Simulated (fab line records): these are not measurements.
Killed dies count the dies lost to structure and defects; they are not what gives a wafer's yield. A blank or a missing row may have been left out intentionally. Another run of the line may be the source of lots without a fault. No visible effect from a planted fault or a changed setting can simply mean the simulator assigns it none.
A sampling plan put to the test ; flow berkeleyCmos170 ; 43 faults told of in these records, all on one fab line, each judged by the records of the lots it struck
Plan = the line's own looks (route steps where a gauge or an inspection reads the wafer without altering it). A look is open to judgement when struck wafers have a number at it and the file gives its usual mean and standard deviation on fault-free wafers. Caught: the struck wafers' mean, at a look after the fault's first step, is 4 or more of those standard deviations (sigma) away from the usual mean. On the tool: here the same test is run on the tool's own readings at the fault's steps. A different recipe on the struck wafers counts as caught too, as does a record blank only for those wafers.

== THE FAULTS, as the simulator had put them in ==
1. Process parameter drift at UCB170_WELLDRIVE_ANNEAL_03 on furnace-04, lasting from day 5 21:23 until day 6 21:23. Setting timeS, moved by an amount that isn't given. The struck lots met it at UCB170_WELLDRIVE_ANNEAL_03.
2. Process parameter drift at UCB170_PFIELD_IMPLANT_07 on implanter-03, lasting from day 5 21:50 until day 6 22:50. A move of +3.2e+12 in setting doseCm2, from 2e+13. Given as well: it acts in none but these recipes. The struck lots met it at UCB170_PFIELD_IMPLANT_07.
3. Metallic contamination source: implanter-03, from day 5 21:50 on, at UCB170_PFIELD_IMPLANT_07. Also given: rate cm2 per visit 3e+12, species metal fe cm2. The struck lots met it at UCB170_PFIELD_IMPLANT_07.
4. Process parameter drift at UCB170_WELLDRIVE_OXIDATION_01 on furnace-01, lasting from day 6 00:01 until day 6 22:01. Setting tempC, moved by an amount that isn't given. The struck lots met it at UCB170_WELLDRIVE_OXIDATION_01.
5. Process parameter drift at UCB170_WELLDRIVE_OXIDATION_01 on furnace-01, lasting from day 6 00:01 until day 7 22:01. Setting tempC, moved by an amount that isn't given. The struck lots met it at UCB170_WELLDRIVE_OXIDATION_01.
6. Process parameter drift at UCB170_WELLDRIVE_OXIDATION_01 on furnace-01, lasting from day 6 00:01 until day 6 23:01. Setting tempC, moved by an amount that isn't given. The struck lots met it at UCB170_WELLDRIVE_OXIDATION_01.
7. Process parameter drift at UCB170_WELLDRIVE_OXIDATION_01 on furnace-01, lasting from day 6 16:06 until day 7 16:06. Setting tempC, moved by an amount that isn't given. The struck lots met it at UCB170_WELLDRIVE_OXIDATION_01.
8. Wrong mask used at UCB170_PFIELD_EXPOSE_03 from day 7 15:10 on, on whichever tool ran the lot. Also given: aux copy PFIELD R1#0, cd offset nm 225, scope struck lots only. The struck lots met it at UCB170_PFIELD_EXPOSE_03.
9. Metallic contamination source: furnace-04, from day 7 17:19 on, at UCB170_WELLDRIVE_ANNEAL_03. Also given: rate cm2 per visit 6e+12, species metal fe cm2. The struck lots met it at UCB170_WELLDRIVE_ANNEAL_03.
10. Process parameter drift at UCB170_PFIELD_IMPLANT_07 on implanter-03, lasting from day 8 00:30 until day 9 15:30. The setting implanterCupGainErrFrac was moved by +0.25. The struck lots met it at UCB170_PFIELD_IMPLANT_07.
11. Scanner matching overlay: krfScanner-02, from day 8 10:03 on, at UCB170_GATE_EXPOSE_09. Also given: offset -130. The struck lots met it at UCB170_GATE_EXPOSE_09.
12. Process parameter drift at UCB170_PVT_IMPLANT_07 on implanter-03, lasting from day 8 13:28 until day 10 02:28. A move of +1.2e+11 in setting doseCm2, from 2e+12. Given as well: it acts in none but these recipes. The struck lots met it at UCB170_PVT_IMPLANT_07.
13. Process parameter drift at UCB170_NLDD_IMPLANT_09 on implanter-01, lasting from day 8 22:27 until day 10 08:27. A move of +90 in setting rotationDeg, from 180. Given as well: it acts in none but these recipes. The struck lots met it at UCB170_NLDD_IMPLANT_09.
14. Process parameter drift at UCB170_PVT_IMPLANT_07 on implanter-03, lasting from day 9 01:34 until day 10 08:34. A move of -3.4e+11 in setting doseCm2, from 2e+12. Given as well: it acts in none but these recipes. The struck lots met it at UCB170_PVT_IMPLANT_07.
15. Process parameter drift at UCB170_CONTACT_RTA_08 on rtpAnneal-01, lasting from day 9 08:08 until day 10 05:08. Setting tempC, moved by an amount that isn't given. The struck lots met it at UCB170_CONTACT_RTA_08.
16. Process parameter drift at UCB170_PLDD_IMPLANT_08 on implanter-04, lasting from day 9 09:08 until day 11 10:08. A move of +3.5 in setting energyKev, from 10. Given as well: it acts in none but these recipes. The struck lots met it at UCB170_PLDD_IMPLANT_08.
17. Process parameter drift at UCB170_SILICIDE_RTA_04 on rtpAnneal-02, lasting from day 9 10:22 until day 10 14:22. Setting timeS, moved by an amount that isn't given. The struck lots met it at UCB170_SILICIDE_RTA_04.
18. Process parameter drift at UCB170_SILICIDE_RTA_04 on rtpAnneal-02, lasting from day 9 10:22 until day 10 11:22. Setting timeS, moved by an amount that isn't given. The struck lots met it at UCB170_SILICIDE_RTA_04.
19. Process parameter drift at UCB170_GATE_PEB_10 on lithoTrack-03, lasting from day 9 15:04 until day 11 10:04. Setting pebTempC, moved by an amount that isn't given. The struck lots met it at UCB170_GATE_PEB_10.
20. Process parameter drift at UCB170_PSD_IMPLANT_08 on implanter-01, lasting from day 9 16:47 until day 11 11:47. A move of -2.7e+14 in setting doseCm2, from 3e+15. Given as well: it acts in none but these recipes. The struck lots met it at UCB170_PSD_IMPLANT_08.
21. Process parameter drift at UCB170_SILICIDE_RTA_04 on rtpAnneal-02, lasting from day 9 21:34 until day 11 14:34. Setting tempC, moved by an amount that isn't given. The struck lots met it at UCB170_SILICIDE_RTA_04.
22. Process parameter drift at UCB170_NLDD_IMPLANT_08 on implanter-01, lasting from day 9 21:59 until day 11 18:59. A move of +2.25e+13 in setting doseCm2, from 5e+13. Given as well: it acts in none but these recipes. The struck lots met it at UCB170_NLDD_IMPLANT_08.
23. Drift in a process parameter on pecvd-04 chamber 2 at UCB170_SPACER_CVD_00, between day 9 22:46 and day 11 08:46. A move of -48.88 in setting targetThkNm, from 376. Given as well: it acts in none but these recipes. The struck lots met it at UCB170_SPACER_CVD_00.
24. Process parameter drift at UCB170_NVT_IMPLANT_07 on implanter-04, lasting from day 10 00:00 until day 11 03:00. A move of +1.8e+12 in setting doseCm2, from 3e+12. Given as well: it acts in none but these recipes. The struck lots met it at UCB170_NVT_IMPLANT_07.
25. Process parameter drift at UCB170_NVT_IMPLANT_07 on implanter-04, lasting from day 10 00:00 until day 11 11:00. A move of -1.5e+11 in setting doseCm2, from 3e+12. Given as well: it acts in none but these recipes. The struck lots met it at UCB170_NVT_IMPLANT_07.
26. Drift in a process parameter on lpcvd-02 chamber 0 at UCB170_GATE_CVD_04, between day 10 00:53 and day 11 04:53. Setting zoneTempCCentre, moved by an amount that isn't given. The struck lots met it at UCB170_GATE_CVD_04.
27. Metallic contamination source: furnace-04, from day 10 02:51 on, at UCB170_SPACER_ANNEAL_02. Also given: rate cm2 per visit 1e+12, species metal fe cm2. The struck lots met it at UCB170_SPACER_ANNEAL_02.
28. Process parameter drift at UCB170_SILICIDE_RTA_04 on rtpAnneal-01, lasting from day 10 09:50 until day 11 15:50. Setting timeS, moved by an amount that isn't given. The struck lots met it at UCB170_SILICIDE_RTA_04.
29. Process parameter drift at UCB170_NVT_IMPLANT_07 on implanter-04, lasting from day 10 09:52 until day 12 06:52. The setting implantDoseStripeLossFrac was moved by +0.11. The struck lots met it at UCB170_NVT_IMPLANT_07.
30. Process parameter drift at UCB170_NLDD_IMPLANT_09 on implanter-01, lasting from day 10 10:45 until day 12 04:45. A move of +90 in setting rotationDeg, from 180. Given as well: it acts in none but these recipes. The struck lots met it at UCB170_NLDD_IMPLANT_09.
31. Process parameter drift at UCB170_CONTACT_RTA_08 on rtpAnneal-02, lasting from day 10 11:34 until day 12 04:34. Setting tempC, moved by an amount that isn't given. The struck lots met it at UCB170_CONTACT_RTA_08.
32. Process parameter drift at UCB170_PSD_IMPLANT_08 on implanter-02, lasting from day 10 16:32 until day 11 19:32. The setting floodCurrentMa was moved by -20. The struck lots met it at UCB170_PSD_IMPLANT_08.
33. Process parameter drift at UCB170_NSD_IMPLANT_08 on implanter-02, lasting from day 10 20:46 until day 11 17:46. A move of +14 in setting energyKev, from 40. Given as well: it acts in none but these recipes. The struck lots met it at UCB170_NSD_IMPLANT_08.
34. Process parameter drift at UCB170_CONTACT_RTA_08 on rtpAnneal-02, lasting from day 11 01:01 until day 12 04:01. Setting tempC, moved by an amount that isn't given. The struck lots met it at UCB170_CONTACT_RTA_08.
35. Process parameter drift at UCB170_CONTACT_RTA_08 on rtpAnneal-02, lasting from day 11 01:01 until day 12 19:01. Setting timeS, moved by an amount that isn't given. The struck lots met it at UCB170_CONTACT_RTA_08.
36. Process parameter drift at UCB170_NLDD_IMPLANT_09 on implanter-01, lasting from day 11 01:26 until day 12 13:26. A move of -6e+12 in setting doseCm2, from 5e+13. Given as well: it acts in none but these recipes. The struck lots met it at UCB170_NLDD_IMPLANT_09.
37. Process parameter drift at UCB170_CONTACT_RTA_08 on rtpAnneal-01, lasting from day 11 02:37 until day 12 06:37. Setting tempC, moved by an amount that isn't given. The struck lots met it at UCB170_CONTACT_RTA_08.
38. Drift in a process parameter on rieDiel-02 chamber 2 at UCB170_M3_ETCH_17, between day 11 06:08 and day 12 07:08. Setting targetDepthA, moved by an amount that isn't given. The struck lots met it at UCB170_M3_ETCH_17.
39. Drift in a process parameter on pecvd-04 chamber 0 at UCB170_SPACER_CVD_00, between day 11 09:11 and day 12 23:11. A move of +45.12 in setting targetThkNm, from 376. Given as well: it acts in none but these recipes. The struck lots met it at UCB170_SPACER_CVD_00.
40. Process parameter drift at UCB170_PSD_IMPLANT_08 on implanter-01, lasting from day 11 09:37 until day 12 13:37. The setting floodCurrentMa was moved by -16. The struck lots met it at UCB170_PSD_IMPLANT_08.
41. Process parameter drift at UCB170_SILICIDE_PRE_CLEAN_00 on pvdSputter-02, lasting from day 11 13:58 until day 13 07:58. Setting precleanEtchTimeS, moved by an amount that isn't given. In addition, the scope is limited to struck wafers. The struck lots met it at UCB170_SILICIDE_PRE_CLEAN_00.
42. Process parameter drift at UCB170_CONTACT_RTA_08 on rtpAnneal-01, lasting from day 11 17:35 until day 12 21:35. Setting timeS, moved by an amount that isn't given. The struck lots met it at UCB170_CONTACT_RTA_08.
43. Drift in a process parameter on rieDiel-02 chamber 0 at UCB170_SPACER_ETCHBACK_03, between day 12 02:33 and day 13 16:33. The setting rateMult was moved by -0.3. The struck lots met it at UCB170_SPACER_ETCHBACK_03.

== WHAT THE PLAN SAW ==
fault;on the tool itself;first look that catches it;reading, sigma;median hours from its first step to that look;hours from the fault's start to the first struck lot there;judged looks passed uncaught
1;under 2 sigma;none of the 6 looks that can be judged after it;-;-;-;6
2;doseIonsCm2 +99 or beyond sigma;UCB170_PFIELD_TW_MEAS_09;PFIELD_TW +4.5;0.2;5;0
3;no reading that can be judged;none of the 7 looks that can be judged after it;-;-;-;7
4;tubeCenterTempC -99 or beyond sigma;UCB170_WELLDRIVE_THK_MEAS_02;WELLDRIVE_OXIDE_THK -5.3;3.5;7;0
5;tubeCenterTempC +86 sigma;UCB170_WELLDRIVE_THK_MEAS_02;WELLDRIVE_OXIDE_THK +4.3;3.5;7;0
6;tubeCenterTempC +99 or beyond sigma;UCB170_WELLDRIVE_THK_MEAS_02;WELLDRIVE_OXIDE_THK +7.7;3.5;7;0
7;spikeTcCentreC -13 sigma;UCB170_WELLDRIVE_THK_MEAS_02;WELLDRIVE_OXIDE_THK -5.6;3.5;16;0
8;no reading that can be judged;not the one look that can be judged after it;-;-;-;1
9;under 2 sigma;none of the 6 looks that can be judged after it;-;-;-;6
10;faradayCurrentUA +11 sigma;UCB170_PFIELD_TW_MEAS_09;PFIELD_TW -6.3;0.2;15;0
11;no reading that can be judged;UCB170_GATE_OVL_MEAS_13;GATE_OVL -25;0.8;4;0
12;doseIonsCm2 +52 sigma;no look after it can be judged;-;-;-;0
13;rotationDeg +99 or beyond sigma;no look after it can be judged;-;-;-;0
14;doseIonsCm2 -99 or beyond sigma;UCB170_PVT_TW_MEAS_09;PVT_TW -4.1;0.2;5;0
15;wafer_temp_C_max +13 sigma;no look after it can be judged;-;-;-;0
16;beamEnergyKeV +99 or beyond sigma;none of the 3 looks that can be judged after it;strongest: PLDD_RS at UCB170_SDANNEAL_RS_MEAS_04, -3.2;-;-;3
17;under 2 sigma;none of the 6 looks that can be judged after it;-;-;-;6
18;under 2 sigma;none of the 6 looks that can be judged after it;-;-;-;6
19;heaterPowerTotalW +85 sigma;UCB170_GATE_CD_MEAS_12;cdNm -21;0.3;1;0
20;doseIonsCm2 -80 sigma;UCB170_SDANNEAL_RS_MEAS_02;PSD_RS +16;3.8;14;0
21;only faintly: lampPowerPct +2.4 sigma;none of the 6 looks that can be judged after it;-;-;-;6
22;doseIonsCm2 +99 or beyond sigma;UCB170_SDANNEAL_RS_MEAS_05;NLDD_RS -61;11.9;13;1
23;under 2 sigma;UCB170_SPACER_THK_MEAS_01;SPACER_TEOS_THK -11;0.0;1;0
24;doseIonsCm2 +99 or beyond sigma;UCB170_NVT_TW_MEAS_09;NVT_TW +15;0.2;5;0
25;doseIonsCm2 -40 sigma;no look after it can be judged;-;-;-;0
26;spikeTcCentreC -17 sigma;UCB170_GATE_THK_MEAS_05;GATE_POLY_THK -11;1.4;14;0
27;no reading that can be judged;none of the 6 looks that can be judged after it;-;-;-;6
28;under 2 sigma;none of the 6 looks that can be judged after it;-;-;-;6
29;under 2 sigma;none of the 8 looks that can be judged after it;-;-;-;8
30;rotationDeg +99 or beyond sigma;no look after it can be judged;-;-;-;0
31;only faintly: lampPowerPct +2.1 sigma;none of the 8 looks that can be judged after it;-;-;-;8
32;under 2 sigma;none of the 9 looks that can be judged after it;-;-;-;9
33;beamEnergyKeV +99 or beyond sigma;UCB170_NSD_TW_MEAS_10;NSD_TW +5.6;0.2;12;0
34;only faintly: lampPowerPct +2.1 sigma;none of the 8 looks that can be judged after it;-;-;-;8
35;under 2 sigma;none of the 8 looks that can be judged after it;-;-;-;8
36;doseIonsCm2 -99 or beyond sigma;UCB170_SDANNEAL_RS_MEAS_05;NLDD_RS +20;13.4;15;1
37;wafer_temp_C_max +28 sigma;no look after it can be judged;-;-;-;0
38;under 2 sigma;none of the 2 looks that can be judged after it;-;-;-;2
39;only faintly: heaterPowerW -2.0 sigma;UCB170_SPACER_THK_MEAS_01;SPACER_TEOS_THK +10;0.0;3;0
40;under 2 sigma;none of the 9 looks that can be judged after it;-;-;-;9
41;no reading that can be judged;no look after it can be judged;-;-;-;0
42;under 2 sigma;none of the 8 looks that can be judged after it;-;-;-;8
43;oesProductAu -5.3 sigma;no look after it can be judged;-;-;-;0
A dash: this means the fault isn't caught or the number doesn't appear in these records.

Caught at a look: 17 of 43. Caught on the tool: 22 of 43. By one or the other: 25 of 43.
On the tool alone, faults 12, 13, 15, 16, 25, 30, 37, 43 were caught.
Caught at a look alone: faults 11, 23, 39.
Caught by neither: faults 1, 3, 8, 9, 17, 18, 21, 27, 28, 29, 31, 32, 34, 35, 38, 40, 41, 42.

== THINNER SAMPLING ==
Were the look that catches a fault to measure just every second or every third lot (counted by lot number), the first struck lot would, at worst, be measured this late:
fault;struck lots at that look, in order of time;every lot;every second lot;every third lot
2;L160, L161, L163;5 h;12 h;may miss all 3
4;L163, L162;7 h;7 h;may miss all 2
5;L639, L638;7 h;7 h;may miss all 2
6;L647, L646;7 h;7 h;may miss all 2
7;L347, L348;16 h;16 h;may miss all 2
10;L803, L805, L807;15 h;may miss all 3;27 h
11;L887, L888, L890, L892;4 h;12 h;30 h
14;L832, L835;5 h;22 h;may miss all 2
19;L695, L703;1 h;may miss all 2;may miss all 2
20;L662, L663;14 h;18 h;may miss all 2
22;L742, L743, L745;13 h;36 h;may miss all 3
23;L602, L604;1 h;may miss all 2;may miss all 2
24;L653, L655, L657;5 h;may miss all 3;24 h
26;L378, L379;14 h;14 h;may miss all 2
33;L211, L213;12 h;may miss all 2;may miss all 2
36;L445, L447;15 h;may miss all 2;may miss all 2
39;L527;3 h;may miss it;may miss it
Hours count from the start of the fault until the first struck lot that is measured. 4 sigma limit: tested on the pooled struck wafers, so a lone lot may be under it. Other struck lots may not be in these records.

== THE LONGEST TIMED WAY FROM STEP TO LOOK ==
In fault 36, a median of 13.4 hours elapses between UCB170_NLDD_IMPLANT_09 and UCB170_SDANNEAL_RS_MEAS_05. The look between them that can be judged stayed within 4 sigma: UCB170_PSD_TW_MEAS_10.
